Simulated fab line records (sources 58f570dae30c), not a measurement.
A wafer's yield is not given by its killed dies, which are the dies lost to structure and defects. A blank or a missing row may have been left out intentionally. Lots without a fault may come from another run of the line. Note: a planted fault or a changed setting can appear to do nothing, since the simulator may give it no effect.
Which of the tools did it? / flow berkeley cmos170 / 42 wafers sampled from 14 lots at 1 step of a route of 331

== WHAT EACH GAUGE READ, for each wafer ==
UCB170_SACOX_THK_MEAS_02.
lot=L211; measured=day 6 04:20; on=film metro-03; SACOX_OXIDE_THK (nm)=13.84 13.96 13.71
lot=L212; measured=day 6 09:35; on=film metro-01; SACOX_OXIDE_THK (nm)=14.36 14.38 14.47
lot=L213; measured=day 6 22:57; on=film metro-04; SACOX_OXIDE_THK (nm)=13.64 13.83 13.86
lot=L214; measured=day 6 22:58; on=film metro-01; SACOX_OXIDE_THK (nm)=14.08 14.33 14.08
lot=L215; measured=day 6 22:58; on=film metro-03; SACOX_OXIDE_THK (nm)=14.72 14.53 14.56
lot=L217; measured=day 7 10:58; on=film metro-04; SACOX_OXIDE_THK (nm)=14.49 14.76 14.71
lot=L222; measured=day 8 06:50; on=film metro-04; SACOX_OXIDE_THK (nm)=14.71 14.48 14.67
lot=L226; measured=day 8 18:56; on=film metro-01; SACOX_OXIDE_THK (nm)=14.01 13.81 13.83
lot=L224; measured=day 8 18:59; on=film metro-01; SACOX_OXIDE_THK (nm)=13.96 14.31 14.16
lot=L230; measured=day 9 18:48; on=film metro-03; SACOX_OXIDE_THK (nm)=14.69 14.85 14.61
lot=L231; measured=day 9 18:48; on=film metro-01; SACOX_OXIDE_THK (nm)=14.54 14.33 14.46
lot=L232; measured=day 10 17:37; on=film metro-03; SACOX_OXIDE_THK (nm)=14.58 14.51 14.38
lot=L233; measured=day 10 17:37; on=film metro-01; SACOX_OXIDE_THK (nm)=14.31 14.14 14.45
lot=L234; measured=day 11 02:54; on=film metro-01; SACOX_OXIDE_THK (nm)=14.19 14.10 14.27

== WHAT TOOL EACH LOT RAN ON (gives the tool, then ch and the chambers of the sampled wafers, and finally the start) ==
No process step before these readings appears in the record.

== AS READ BY THE TOOLS THEMSELVES (means over the sampled wafers that have a number; for cases with no such wafer, the mark the record gives instead) ==
The record holds no such reading with a usual standard deviation.

== THE ANSWER, worked out from the rows above alone ==
Rule: the lots themselves supply what counts as usual. The widest of any qualifying gaps counts: lots, ordered by their means at a reading, are off when they make up no more than a third of the lots, leave a main group of 4 or more, and stand apart from it by 3 or more times the standard deviation of that group's means. Not used: any main group whose means are identical at the precision the tables above print for the reading. Also off: a lot with no number at a reading for which 4 or more lots have one. Where the step has rows for the other lots, those lots are counted as sound. The gauges are gone through in route order, then the tools' own readings, and for those a lot's mean is taken as printed above. At the first step where some lot is off, the reading lying furthest off is the one used; lots without a number count as furthest.
No lot is off on any of the readings shown, so nothing can be concluded from this.

== WHAT THE SIMULATOR HAD PUT IN ==
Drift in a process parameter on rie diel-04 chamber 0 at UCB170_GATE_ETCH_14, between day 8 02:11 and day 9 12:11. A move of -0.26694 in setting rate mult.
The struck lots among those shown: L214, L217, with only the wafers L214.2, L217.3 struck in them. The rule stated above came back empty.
